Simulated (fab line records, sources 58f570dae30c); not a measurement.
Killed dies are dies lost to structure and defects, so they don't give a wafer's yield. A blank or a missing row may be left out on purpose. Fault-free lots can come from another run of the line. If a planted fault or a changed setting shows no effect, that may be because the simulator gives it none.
Check of tool commonality    flow berkeley-cmos170    14 lots, 42 wafers sampled

## WHY IT WAS OPENED
At UCB170_M2_CD_MEAS_90 the reading cd-nm is flagged on 2 of 14 lots. No-fault wafers: 699.2 nm, standard deviation 2.9.
Rule: a lot is flagged when every wafer of it that has a number lies more than 4 standard deviations from that mean, or none has a number. As for the other lots, they are considered sound.

lot   measured      on         cd-nm (nm), wafer by wafer  flag
L586  day 7 16:56   cd-sem-02  701.6 701.5 704.0           
L585  day 7 17:15   cd-sem-02  701.2 703.8 703.3           
L589  day 8 09:07   cd-sem-01  700.0 700.0 695.9           
L590  day 8 09:31   cd-sem-01  698.7 695.7 699.4           
L591  day 8 19:44   cd-sem-01  695.7 698.4 696.6           
L592  day 8 21:04   cd-sem-02  697.9 698.6 699.0           
L594  day 9 21:08   cd-sem-01  673.8 677.1 674.6           FLAGGED
L600  day 10 15:27  cd-sem-02  700.1 702.5 699.9           
L601  day 10 15:40  cd-sem-02  697.3 696.8 700.4           
L598  day 10 16:01  cd-sem-01  675.2 675.6 673.2           FLAGGED
L605  day 11 09:02  cd-sem-02  695.4 695.3 698.0           
L602  day 11 12:52  cd-sem-02  696.9 700.1 698.0           
L606  day 12 10:48  cd-sem-02  697.6 698.9 698.9           
L608  day 12 11:13  cd-sem-01  700.8 697.6 697.6           
On average the flagged lots' numbers are 674.9 nm, which is -24.3 nm against the usual, or -8 standard deviations.

## EACH LOT AND THE TOOL IT RAN ON
Before the reading, the record contains 3 process steps out of a 331-step route. Every cell lists first the tool, next ch and the chambers used by the sampled wafers, and last the start.
lot   flag     UCB170_GATE_ETCH_15               UCB170_M2_METAL_ETCH_18            UCB170_M2_STRIP_19
L586           rie-si-02 ch 1,2,3, day 6 07:46   rie-metal-02 ch 0, day 7 16:28     plasma-asher-03 ch 0,1, day 7 16:50
L585           rie-si-02 ch 2,3, day 6 07:31     rie-metal-04 ch 0,1, day 7 16:56   plasma-asher-02 ch 0,1, day 7 17:08
L589           rie-si-02 ch 0,3, day 6 19:44     rie-metal-04 ch 0,1, day 8 08:50   plasma-asher-02 ch 0,1, day 8 09:01
L590           rie-si-01 ch 0,1,3, day 6 19:28   rie-metal-03 ch 0,1, day 8 09:15   plasma-asher-01 ch 0,1, day 8 09:24
L591           rie-si-01 ch 0,1,2, day 7 09:29   rie-metal-03 ch 0,1, day 8 19:27   plasma-asher-03 ch 0,1, day 8 19:38
L592           rie-si-02 ch 2,3, day 7 09:10     rie-metal-02 ch 0, day 8 20:32     plasma-asher-03 ch 1, day 8 20:57
L594  FLAGGED  rie-si-02 ch 1,2, day 8 08:53     rie-metal-02 ch 0,1, day 9 20:53   plasma-asher-01 ch 0,1, day 9 21:02
L600           rie-si-02 ch 0,1, day 9 07:16     rie-metal-03 ch 0,1, day 10 15:10  plasma-asher-02 ch 0,1, day 10 15:21
L601           rie-si-02 ch 0,1,2, day 9 07:04   rie-metal-04 ch 0,1, day 10 15:23  plasma-asher-03 ch 0,1, day 10 15:34
L598  FLAGGED  rie-si-01 ch 0,1,2, day 9 06:58   rie-metal-02 ch 0,1, day 10 15:43  plasma-asher-01 ch 0,1, day 10 15:54
L605           rie-si-02 ch 0,1, day 10 04:17    rie-metal-04 ch 0, day 11 08:44    plasma-asher-02 ch 1, day 11 08:56
L602           rie-si-01 ch 0,2, day 10 03:27    rie-metal-03 ch 0,1, day 11 12:33  plasma-asher-02 ch 0, day 11 12:44
L606           rie-si-02 ch 1,2, day 11 00:46    rie-metal-04 ch 0,1, day 12 10:31  plasma-asher-02 ch 0,1, day 12 10:40
L608           rie-si-01 ch 0,1,3, day 11 04:36  rie-metal-03 ch 0,1, day 12 10:56  plasma-asher-02 ch 0,1, day 12 11:07
What is done by these steps:
- UCB170_GATE_ETCH_15: etches poly-Si in HBr/Cl2, stops on SiO2, time 56.3 s, target depth 278.2 nm.
- UCB170_M2_METAL_ETCH_18: etches Al in Cl2/BCl3, stops on SiO2, target depth 1170 nm, time 195 s.
- UCB170_M2_STRIP_19: strips in O2.
- UCB170_M2_CD_MEAS_90: target cd 700 nm.

## FLAGGED AGAINST TOTAL, ONE TOOL AT A TIME (gauges that did the reading follow at the end)
step                     tool             lots run  flagged  share of the flagged lots  sound lots run after its first flagged lot
UCB170_GATE_ETCH_15      rie-si-01        5         1        some                       2 (L602,L608)
UCB170_GATE_ETCH_15      rie-si-02        9         1        some                       4 (L601,L600,L605,L606)
UCB170_M2_METAL_ETCH_18  rie-metal-02     4         2        all                        0
UCB170_M2_METAL_ETCH_18  rie-metal-03     5         0        none                       -
UCB170_M2_METAL_ETCH_18  rie-metal-04     5         0        none                       -
UCB170_M2_STRIP_19       plasma-asher-01  3         2        all                        0
UCB170_M2_STRIP_19       plasma-asher-02  7         0        none                       -
UCB170_M2_STRIP_19       plasma-asher-03  4         0        none                       -
UCB170_M2_CD_MEAS_90     cd-sem-01        6         2        all                        1 (L608)
UCB170_M2_CD_MEAS_90     cd-sem-02        8         0        none                       -

## WHAT IS ALLOWED BY THE TABLE
Every flagged lot was run by 3 rows of the table: rie-metal-02 at UCB170_M2_METAL_ETCH_18, plasma-asher-01 at UCB170_M2_STRIP_19 and cd-sem-01 at UCB170_M2_CD_MEAS_90.
- rie-metal-02 at UCB170_M2_METAL_ETCH_18: 2 of its 4 lots flagged. It ran its last sound lot, L592, at day 8 20:32 and its first flagged lot, L594, at day 9 20:53: a fault with its onset between the two fits.
- plasma-asher-01 at UCB170_M2_STRIP_19: 2 of its 3 lots flagged. It ran its last sound lot, L590, at day 8 09:24 and its first flagged lot, L594, at day 9 21:02: a fault with its onset between the two fits. Its own readings (oes-product-au) fall more than 4 standard deviations out on all wafers of the flagged lots.
- cd-sem-01 at UCB170_M2_CD_MEAS_90: 2 of its 6 lots flagged. After the first flagged lot (L608), sound lots still ran on it; a lasting fault on the whole tool would not permit that.
These 2 tools cannot be told apart by counting lots, since each of them fits a fault that started at some hour. More lots, or a look at what each step does to the wafer, might.

## WHAT THE SIMULATOR HAD PUT IN
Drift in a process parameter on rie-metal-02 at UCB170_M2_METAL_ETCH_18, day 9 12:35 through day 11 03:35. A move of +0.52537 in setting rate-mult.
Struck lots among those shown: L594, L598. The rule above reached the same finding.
